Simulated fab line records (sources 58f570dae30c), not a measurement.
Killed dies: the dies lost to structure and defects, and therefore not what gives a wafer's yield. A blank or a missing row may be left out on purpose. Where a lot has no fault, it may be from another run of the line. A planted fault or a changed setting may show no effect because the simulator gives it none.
Problem report, 8D (eight disciplines) form, completed by code    flow berkeley cmos170    the parts of the form that need people (team, actions taken, sign-off) are left out

1. PROBLEM STATEMENT
Mean of cd nm at UCB170_M2_CD_MEAS_90: 665 nm across 3 wafers in 2 lots; on wafers with no fault it is 700 nm (standard deviation 3.4). That is -10 standard deviations from the usual mean.
The step: target cd 700 nm.
The first sign was on wafer L998.4 at day 10 05:25, on cd sem-01. Wafers with a number at this step in the record: 42, from 14 lots. Rule for "out", or "out of limits": more than 4 standard deviations from the usual mean. The rest of the wafers with a number are treated as sound.

2. WHAT IT IS AND WHAT IT IS NOT
question                     is                      is not
which readings at this step  cd nm                   -
which lots                   L102, L998              L107, L108, L109, L111, L112, L114, L115, L993, L994, L995, L996, L997
which wafers of those lots   L102.4, L102.5, L998.4  L102.6, L998.2, L998.6
read on which gauges         cd sem-01               cd sem-02
when                         from day 10 05:25       up to then (17 sound wafers); but 22 sound wafers of L102, L107, L108, L109, L111, L112, L114, L115 came after

3. WHAT RULES OUT EACH SUSPECT
Counting: a tool at a process step up to the reading stays a suspect if it ran every lot that is out. Sound lots after the first of them don't rule it out here, since some wafers of a struck lot are sound.
- the gauge at UCB170_M2_CD_MEAS_90: ruled out. All the wafers that are out were read on cd sem-01, but those of them that UCB170_M2_METAL_ETCH_18 has rows for are out there too, on other tools.
- rtp anneal-01 at UCB170_CONTACT_RTA_08 (time 10 s): kept. Every lot that is out went through it, the first being L998 (day 9 16:28); the last sound lot it ran before that was L997 (day 9 13:53).
- rie metal-01 at UCB170_M2_METAL_ETCH_18 (etches Al in Cl2/BCl3, stops on SiO2, target depth 1170 nm, time 195 s): kept. Every lot that is out went through it, the first being L998 (day 10 05:07); the last sound lot it ran before that was L997 (day 10 02:17). Its own oes product au, run length s readings are out on those wafers.
- Within rie metal-01 at UCB170_M2_METAL_ETCH_18, the wafers that are out were processed in chamber 0 and their sound lot-mates in chamber 1.
The count leaves rie metal-01 at UCB170_M2_METAL_ETCH_18 and rtp anneal-01 at UCB170_CONTACT_RTA_08.

4. THE CAUSE (what the simulator had put in)
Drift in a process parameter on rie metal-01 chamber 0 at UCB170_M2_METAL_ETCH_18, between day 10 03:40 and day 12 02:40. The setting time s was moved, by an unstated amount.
This tool is one of the 2 suspects left after counting.

5. SEQUENCE OF EFFECTS, ordered by route
Each row: a reading where the mean over the struck wafers with a number is more than 3 standard deviations away from the usual. Only readings for which the record gives a usual standard deviation are gone through. hours: the time from each lot's start at the first step in this table that gives one to its start at this step, as a median over the lots. sigmas: the change in usual standard deviations.
hours  step                     reading         usual       on struck wafers  change  sigmas
0      UCB170_M2_METAL_ETCH_18  oes product au  0.852 a.u.  0.685             -0.167  -15
0      UCB170_M2_METAL_ETCH_18  run length s    223.5 s     342.7             +119.2  +99 or more
0      UCB170_M2_STRIP_19       oes product au  0.534 a.u.  0.313             -0.221  -12
0      UCB170_M2_CD_MEAS_90     cd nm           700 nm      665               -35     -10
The process steps in it:
- UCB170_M2_METAL_ETCH_18: etches Al in Cl2/BCl3, stops on SiO2, target depth 1170 nm, time 195 s.
- UCB170_M2_STRIP_19: strips in O2.

6. HOW IT WOULD HAVE BEEN CAUGHT EARLIER
The first out-of-limits reading at a measuring or inspecting step in this record came at day 10 05:25, 2 hours after the fault's start at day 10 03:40.
Tool's own readings at UCB170_M2_METAL_ETCH_18, oes product au, run length s: out on all struck wafers the step has rows for; an alarm limit on them would have tripped on the first.
Lots out: 2; of these, L102 started UCB170_M2_METAL_ETCH_18 on rie metal-01 after day 10 05:25. A tool hold placed at that time would have kept it from harm.
